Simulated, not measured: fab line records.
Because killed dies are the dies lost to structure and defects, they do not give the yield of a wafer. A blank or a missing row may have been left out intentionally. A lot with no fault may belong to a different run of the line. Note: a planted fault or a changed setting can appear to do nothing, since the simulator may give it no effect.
Lot-split experiment -- flow rit-cmos -- 23 wafers read from 5 lots, route of 202 steps

ABOUT THE SPLIT
At RIT_NLDD_COAT_01 (resist thk 1000 nm), the setting resist-thk-nm was moved away from the recipe's 1000 nm on 5 of the 23 wafers read, by -5.6% to +4.7%. For the rest of the wafers, this setting stayed at what the recipe calls for.

FROM THE SPLIT TO THE READING: what the file shows between them, 3 steps
- RIT_NLDD_SOFTBAKE_02: time 60 s
- RIT_NLDD_EXPOSE_03: exposes mask M7, target cd 40700 nm
- RIT_NLDD_DEVELOP_05: develop time 50 s

THE READING
NOVOLAK_of_NLDD_COAT_01.thk-nm (the simulator's own value, which no gauge read), in nm, at RIT_NLDD_HARDBAKE_07 (time 60 s). The file does not state a usual value for it. Here, 18 wafers ran the recipe; their average is 882.5 nm with a standard deviation of 2.3 nm.

wafer,"tool, chamber at the split","resist-thk-nm as run, nm",against the recipe,"NOVOLAK_of_NLDD_COAT_01.thk-nm, nm",against lot-mates on the recipe
L076.1,"litho-track-03, 0",1000,recipe,883.1,-
L076.3,"litho-track-03, 0",1047,+4.7%,924.1,+40.6
L076.4,"litho-track-03, 0",1000,recipe,882.8,-
L076.5,"litho-track-03, 0",1047,+4.7%,925.4,+41.9
L076.6,"litho-track-03, 0",1000,recipe,884.6,-
L077.1,"litho-track-03, 0",1000,recipe,885.2,-
L077.3,"litho-track-03, 0",943.5,-5.6%,838.2,-48.2
L077.4,"litho-track-03, 0",943.5,-5.6%,838,-48.5
L077.5,"litho-track-03, 0",1000,recipe,887.7,-
L077.6,"litho-track-03, 0",943.5,-5.6%,837.4,-49.1
L082.1,"litho-track-01, 0",1000,recipe,878.4,-
L082.3,"litho-track-01, 0",1000,recipe,879.9,-
L082.4,"litho-track-01, 0",1000,recipe,882.2,-
L082.5,"litho-track-01, 0",1000,recipe,879.4,-
L082.6,"litho-track-01, 0",1000,recipe,879.8,-
L083.1,"litho-track-01, 0",1000,recipe,883,-
L083.2,"litho-track-01, 0",1000,recipe,880.9,-
L083.4,"litho-track-01, 0",1000,recipe,883.4,-
L083.5,"litho-track-01, 0",1000,recipe,882.5,-
L083.6,"litho-track-01, 0",1000,recipe,881.4,-
L085.1,"litho-track-01, 0",1000,recipe,884.8,-
L085.2,"litho-track-01, 0",1000,recipe,883.7,-
L085.3,"litho-track-01, 0",1000,recipe,882.1,-

THE FIT
A straight line over all 23 wafers: NOVOLAK_of_NLDD_COAT_01.thk-nm changes by +8.27 nm for each +1% of resist-thk-nm; r = +0.99; the points scatter about the line by 2.4 nm.
The same after taking each lot's own level away (the mean of its wafers on the recipe; 23 wafers): +8.66 nm for each +1%; r = +1.00; scatter 1 nm.
The reading moves by 49 nm for the largest change in resist-thk-nm, on that fit.
Measured against the standard deviation above, the lots' own levels, which go from 879.94 to 886.45 nm, span 2.9 times it.
The two slopes agree, so the slope changes little with the lot-to-lot level.
Check: for one of the wafers moved furthest among these (-5.6%), held out of the fit, the line's prediction against its lot-mates is -49 nm. Against them it came out at -48.2 nm.

THE WHOLE CHAIN: every reading that the file lists as answering this split, in the file's order
step,what it does,reading,change (the file's fit),r (the file's)
RIT_NLDD_COAT_01,resist thk 1000 nm,"NOVOLAK_of_NLDD_COAT_01.thk-nm (the simulator's own value, which no gauge read)",+9.91 nm for each +1% of the setting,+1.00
RIT_NLDD_HARDBAKE_07,time 60 s,"NOVOLAK_of_NLDD_COAT_01.thk-nm (the simulator's own value, which no gauge read)",+8.67 nm for each +1% of the setting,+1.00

THE FILE'S OWN FIT
NOVOLAK_of_NLDD_COAT_01.thk-nm changes by +8.67 nm for each +1% of resist-thk-nm, r = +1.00.
